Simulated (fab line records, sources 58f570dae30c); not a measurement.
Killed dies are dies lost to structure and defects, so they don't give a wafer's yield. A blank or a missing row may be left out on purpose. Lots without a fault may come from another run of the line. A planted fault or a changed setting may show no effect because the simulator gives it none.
One fault seen from 2 desks | flow berkeley_cmos170 | each desk has only its own numbers; what lay behind them comes last

THE METROLOGY DESK
What the gauges read, lot by lot, whatever tool the lot ran on: means of the sampled wafers that have a number. A lot is out of limits, marked OUT, if its mean lies more than 4 standard deviations from the usual mean; the brackets give that distance.
Columns: A = PFIELD_OVL at UCB170_PFIELD_OVL_MEAS_06, usual 1 nm; B = PFIELD_TW at UCB170_PFIELD_TW_MEAS_09, usual 604
lot  | first seen here | A   | B
L719 | day 4 19:56     | 6   | 604
L721 | day 4 20:29     | 2   | 604
L722 | day 5 13:43     | -10 | 602
L726 | day 6 02:44     | -2  | 607
L730 | day 7 02:19     | 6   | 599
L728 | day 7 03:25     | 8   | 605
L729 | day 7 03:42     | 4   | 602
L733 | day 7 11:23     | -5  | 603
L737 | day 7 19:25     | 8   | 606
L736 | day 7 19:40     | 3   | 599
L738 | day 8 05:41     | -3  | 607
L740 | day 8 11:14     | -5  | 606
L741 | day 8 14:08     | 7   | 605
L742 | day 8 14:27     | 1   | 605
This desk's finding: nothing out of limits on any of the 14 lots.

THE TOOL OWNER'S DESK: rie_diel-03
The tool's own readings at UCB170_PWELL_ETCH_14 (etches Si3N4 in CH3F/Ar/O2, stops on SiO2, target depth 242 nm, time 151 s): means of the sampled wafers that have a number, for each lot that ran on this tool. A lot is out of limits, marked OUT, if its mean lies more than 4 standard deviations from the usual mean; the brackets give that distance.
Columns: A = O2_flow_sccm at UCB170_PWELL_ETCH_14, usual 7.003 sccm; B = drypump_motor_current_A at UCB170_PWELL_ETCH_14, usual 5.5 A; C = oes_product_au at UCB170_PWELL_ETCH_14, usual 0.944 a.u.; D = throttle_valve_pct at UCB170_PWELL_ETCH_14, usual 8.05 %
lot  | first seen here | A     | B   | C     | D
L721 | day 3 13:25     | 6.998 | 5.3 | 0.937 | 7.93
L722 | day 4 03:04     | 7.026 | 5.4 | 0.952 | 7.91
L729 | day 5 19:47     | 7.000 | 5.6 | 0.898 | 7.91
L730 | day 5 20:10     | 7.013 | 5.5 | 0.920 | 7.91
This desk's finding: nothing out of limits on any of the 4 lots.

PUT TOGETHER
The metrology desk saw nothing out of limits.
The tool owner's desk saw nothing out of limits.

WHAT THE SIMULATOR HAD PUT IN
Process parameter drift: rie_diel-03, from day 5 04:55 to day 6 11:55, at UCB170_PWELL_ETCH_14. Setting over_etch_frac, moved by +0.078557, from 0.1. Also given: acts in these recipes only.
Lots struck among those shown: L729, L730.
